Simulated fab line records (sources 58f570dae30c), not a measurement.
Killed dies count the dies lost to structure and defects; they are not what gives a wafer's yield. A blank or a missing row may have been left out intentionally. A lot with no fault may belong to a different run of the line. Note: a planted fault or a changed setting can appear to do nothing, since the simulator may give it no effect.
A single fault, viewed from 2 desks || flow berkeley_cmos170 || numbers are kept per desk, each desk with only its own; the story behind them comes last

TOOL OWNER'S DESK, litho_track-01
The tool's own readings at UCB170_M3_COAT_05 (resist thk 900 nm): means of the sampled wafers that have a number, for each lot that ran on this tool. If a lot's mean is further than 4 standard deviations from the usual mean, the lot is out of limits and carries the mark OUT (the distance appears in the brackets).
Columns: A = exhaust_pa at UCB170_M3_COAT_05, usual 45.0 Pa; B = spin_speed_rpm at UCB170_M3_COAT_05, usual 1500.1 rpm
{"lot": "L388", "first seen here": "day 9 03:07", "A": 44.8, "B": 1501.3}
{"lot": "L395", "first seen here": "day 9 23:19", "A": 45.0, "B": 1500.3}
{"lot": "L391", "first seen here": "day 10 07:46", "A": 45.1, "B": 1499.5}
{"lot": "L401", "first seen here": "day 11 14:49", "A": 45.1, "B": "1612.7 (+99 or more) OUT"}
{"lot": "L404", "first seen here": "day 11 16:08", "A": 45.6, "B": "1610.2 (+99 or more) OUT"}
{"lot": "L405", "first seen here": "day 12 08:08", "A": 43.5, "B": "1612.0 (+99 or more) OUT"}
Finding of this desk: L401, L404, L405 out of limits; the first was L401 at day 11 14:49, on spin_speed_rpm at UCB170_M3_COAT_05. L388, L395, L391 stayed within limits.

FROM THE METROLOGY DESK
What the gauges read, lot by lot, whatever tool the lot ran on: means of the sampled wafers that have a number. If a lot's mean is further than 4 standard deviations from the usual mean, the lot is out of limits and carries the mark OUT (the distance appears in the brackets).
Columns: A = V2_TEOS_THK at UCB170_V2_THK_MEAS_01, usual 1999 nm; B = cd_nm at UCB170_M3_CD_MEAS_15, usual 700.4 nm; C = cd_nm at UCB170_M3_CD_MEAS_90, usual 701 nm
{"lot": "L389", "first seen here": "day 8 18:24", "A": 2020, "B": 701.6, "C": 705}
{"lot": "L388", "first seen here": "day 8 21:13", "A": 1989, "B": 700.5, "C": 702}
{"lot": "L395", "first seen here": "day 9 18:02", "A": 2027, "B": 700.1, "C": 705}
{"lot": "L392", "first seen here": "day 10 01:34", "A": 2012, "B": 700.1, "C": 697}
{"lot": "L390", "first seen here": "day 10 02:15", "A": 1994, "B": 699.6, "C": 702}
{"lot": "L393", "first seen here": "day 10 02:17", "A": 2003, "B": 700.8, "C": 698}
{"lot": "L396", "first seen here": "day 10 02:23", "A": 2018, "B": 702.0, "C": 700}
{"lot": "L391", "first seen here": "day 10 02:41", "A": 2007, "B": 702.2, "C": 703}
{"lot": "L397", "first seen here": "day 10 03:03", "A": 1974, "B": 701.4, "C": 700}
{"lot": "L399", "first seen here": "day 10 13:37", "A": 2007, "B": 700.5, "C": 699}
{"lot": "L401", "first seen here": "day 11 11:25", "A": 1996, "B": 700.2, "C": 706}
{"lot": "L404", "first seen here": "day 11 11:55", "A": 1972, "B": 701.5, "C": 694}
{"lot": "L405", "first seen here": "day 12 04:51", "A": 2018, "B": 700.0, "C": 699}
{"lot": "L409", "first seen here": "day 12 16:56", "A": 1971, "B": 699.4, "C": 701}
{"lot": "L411", "first seen here": "day 12 18:10", "A": 2019, "B": 700.7, "C": 699}
Finding of this desk: none of the 15 lots has anything out of limits.

PUT TOGETHER
The tool owner's desk could have raised an alarm at day 11 14:49, on L401, L404, L405.
The metrology desk saw nothing out of limits.
The metrology desk has L401, L404, L405 on record, within its limits.
Every lot named ran UCB170_M3_COAT_05 on litho_track-01.

WHAT HAD BEEN PUT IN BY THE SIMULATOR
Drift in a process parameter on litho_track-01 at UCB170_M3_COAT_05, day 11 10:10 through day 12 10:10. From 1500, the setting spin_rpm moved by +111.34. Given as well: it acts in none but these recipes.
Shown lots that were struck: L401, L404, L405.
How many hours passed from the start of the fault until each desk's first out-of-limits reading: the tool owner's desk, 5.
